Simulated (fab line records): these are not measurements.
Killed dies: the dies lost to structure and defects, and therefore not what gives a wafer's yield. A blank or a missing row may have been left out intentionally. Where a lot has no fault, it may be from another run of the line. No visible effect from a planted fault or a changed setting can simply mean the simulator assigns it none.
Problem report, 8D (eight disciplines) form, completed by code | flow berkeley cmos170 | the parts of the form that need people (team, actions taken, sign-off) are left out

## 1. PROBLEM STATEMENT
At UCB170_NSD_STRIP_09, oes product au averages 0.498 a.u. over 6 wafers from 2 lots, while fault-free wafers read 0.534 a.u., standard deviation 0.0049. That puts it -7.3 standard deviations away from the usual mean.
The step: strips in O2.
The first sign was on wafer L494.1 at day 9 01:14, on plasma asher-04. At this step, 42 wafers from 14 lots have a number in the record. Rule for "out" (also "out of limits"): further than 4 standard deviations from the usual mean. All remaining wafers that have a number are taken as sound.

## 2. WHAT IT IS, AND WHAT IT ISN'T
question                    | is                     | is not
which readings at this step | oes product au         | drypump motor current A, strip time to endpoint s
which lots                  | L494, L496             | L488, L489, L490, L491, L492, L493, L503, L504, L505, L506, L509, L511
which wafers of those lots  | all that have a number | -
read on which tools         | plasma asher-04        | plasma asher-01, plasma asher-03
when                        | from day 9 01:14       | up to then (18 sound wafers); but 18 sound wafers of L503, L504, L505, L506, L509, L511 came after

## 3. THE SUSPECTS, EACH WITH WHAT RULES IT OUT
Counting: a tool at a process step up to the reading stays a suspect if it ran every lot that is out and no sound lot after the first of them.
- plasma asher-04 at UCB170_NSD_STRIP_09 (strips in O2): kept. It ran every lot that is out, first L494 (day 9 01:14), and no sound lot after that; its last sound lot up to then is L490 (day 8 00:17). On those wafers its own readings are out: oes product au.
After counting, what remains is plasma asher-04 at UCB170_NSD_STRIP_09.

## 4. THE CAUSE (what the simulator had put in)
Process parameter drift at UCB170_NSD_STRIP_09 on plasma asher-04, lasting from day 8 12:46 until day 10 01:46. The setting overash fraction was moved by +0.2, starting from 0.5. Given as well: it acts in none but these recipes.
Counting left only this tool.

## 5. THE CHAIN OF EFFECTS, in route order
One row per reading whose mean, taken over the struck wafers that have a number, lies over 3 standard deviations from the usual. Only readings whose record carries a usual standard deviation are examined. hours: median over the lots of the time between each lot's start at the first step of this table that gives one and its start at this step. sigmas: the change, counted in usual standard deviations.
hours | step                | reading        | usual      | on struck wafers | change | sigmas
0     | UCB170_NSD_STRIP_09 | oes product au | 0.534 a.u. | 0.498            | -0.036 | -7.3
It contains these process steps:
- UCB170_NSD_STRIP_09: strips in O2.

## 6. HOW IT WOULD HAVE BEEN CAUGHT EARLIER
12 hours passed between the start of the fault at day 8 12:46 and the first reading out of limits in this record, taken at day 9 01:14.
